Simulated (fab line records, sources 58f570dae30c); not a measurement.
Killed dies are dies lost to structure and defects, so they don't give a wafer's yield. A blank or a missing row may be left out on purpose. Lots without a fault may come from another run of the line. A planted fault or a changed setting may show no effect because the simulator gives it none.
A struck lot beside a sound one | flow berkeley_cmos170 | 19 steps out of a route of 331
Sound: wafers L157.2, L157.4, L157.6. Struck: wafers L169.1, L169.3, L169.4. The cause comes at the end.
At each step with rows: each side's tool, then ch and its chambers, then its first start. Under that, the readings that differ: sound wafers | struck wafers | difference of the means | sigmas: that difference in standard deviations of wafers without a fault.
alike: readings whose means differ by less than 2 such deviations, and words and numbers that are the same on both sides. not compared: withheld readings, readings that some wafer has no value for, bounds like >300 that may hide the same value, and numbers for which the record gives no deviation and whose values overlap.
The two part at a step that has a row with sigmas, a row that says differs or no value, or rows on one side only. Numbers that don't overlap but have no deviation are shown without sigmas and don't part them. A reading that every wafer of one side lacks parts them only if that side has two wafers or more.

UCB170_M2_STRIP_19: strips in O2.
  sound on plasma_asher-01 ch 0,1, day 9 08:20; struck on plasma_asher-01 ch 0,1, day 10 23:39
  alike: drypump_motor_current_A, oes_product_au
  not compared: rf_hours_counter_h
UCB170_M2_CD_MEAS_90: target cd 700 nm.
  sound on cd_sem-01, day 9 08:27; struck on cd_sem-02, day 10 23:45
  alike: cd_nm
UCB170_V2_CVD_00: deposits SiO2 from TEOS/O2, target thk 2000 nm, time 250 s.
  sound on pecvd-04 ch 0,1,2, day 9 08:33; struck on pecvd-01 ch 0,1,2, day 10 23:52
  alike: heater_power_w
UCB170_V2_THK_MEAS_01:
  sound on film_metro-04, day 9 08:43; struck on film_metro-03, day 11 00:02
  alike: V2_TEOS_THK
UCB170_V2_CMP_02: polishes SiO2.
  sound on cmp-01 ch 1,2,3, day 9 08:46; struck on cmp-01 ch 0,1,3, day 11 00:05
  alike: motor_current_A, slurry_flow_ml_min
UCB170_V2_BOW_MEAS_03:
  sound on film_metro-02, day 9 09:09; struck on film_metro-03, day 11 00:23
  alike: V2_BOW
UCB170_V2_THK_MEAS_04:
  sound on film_metro-02, day 9 09:16; struck on film_metro-03, day 11 00:31
  alike: V2_POLISHED_THK
then, 5 steps without rows for these wafers: UCB170_V2_CLEAN_05 (cleans in DIW); UCB170_V2_HMDS_06 (prime time 60 s); UCB170_V2_COAT_07 (resist thk 900 nm); UCB170_V2_SOFTBAKE_08 (time 60 s); UCB170_V2_EXPOSE_09 (exposes mask VIA2, target cd 700 nm).
UCB170_V2_PEB_10:
  sound on litho_track-01 ch 0, day 9 11:31; struck on litho_track-01 ch 0, day 11 02:21
  reading                  | sound             | struck            | difference | sigmas
  heater_power_total_W (W) | 56.80 56.77 56.81 | 59.98 59.94 59.92 | +3.15      | +79
  alike: exhaust_pa
then, 1 step without rows for these wafers: UCB170_V2_DEVELOP_11 (develop time 45 s).
UCB170_V2_CD_MEAS_12: target cd 700 nm.
  sound on cd_sem-01, day 9 11:47; struck on cd_sem-02, day 11 02:56
  reading    | sound             | struck            | difference | sigmas
  cd_nm (nm) | 698.9 696.5 698.9 | 687.2 687.5 687.3 | -10.8      | -9
  not compared: hold
UCB170_V2_OVL_MEAS_13:
  sound on overlay-01, day 9 11:53; struck on overlay-01, day 11 07:24
  reading | sound | struck                                                                     | difference                   | sigmas
  hold    | - - - | await_dispo/4.3h/release await_dispo/4.3h/release await_dispo/4.3h/release | no value on the sound wafers |
  alike: V2_OVL
UCB170_V2_ETCH_14: etches SiO2 in CHF3/CF4/Ar, stops on Al, target depth 1250 nm, time 291 s.
  sound on rie_diel-03 ch 0,1, day 9 11:55; struck on rie_diel-01 ch 1,2, day 11 07:26
  reading             | sound             | struck            | difference | sigmas
  model.V2.cd_nm (nm) | 699.2 697.5 700.3 | 687.6 687.2 687.3 | -11.6      |
  alike: drypump_motor_current_A, oes_product_au, throttle_valve_pct
  not compared: rf_hours_counter_h
UCB170_V2_STRIP_15: strips in O2.
  sound on plasma_asher-02 ch 0, day 9 12:06; struck on plasma_asher-02 ch 0,1, day 11 07:37
  alike: drypump_motor_current_A, oes_product_au, strip_time_to_endpoint_s
  not compared: rf_hours_counter_h
UCB170_M3_PROBE_99:
  the record has rows for the struck wafers here (prober-02, day 12 00:19) and none for the sound ones

WHERE THEY PART
First at UCB170_V2_PEB_10; last, within this record, at UCB170_M3_PROBE_99.

WHY: what the simulator had put in
Process parameter drift: litho_track-01, from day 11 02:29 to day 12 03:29, at UCB170_V2_PEB_10. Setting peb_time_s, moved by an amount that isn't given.
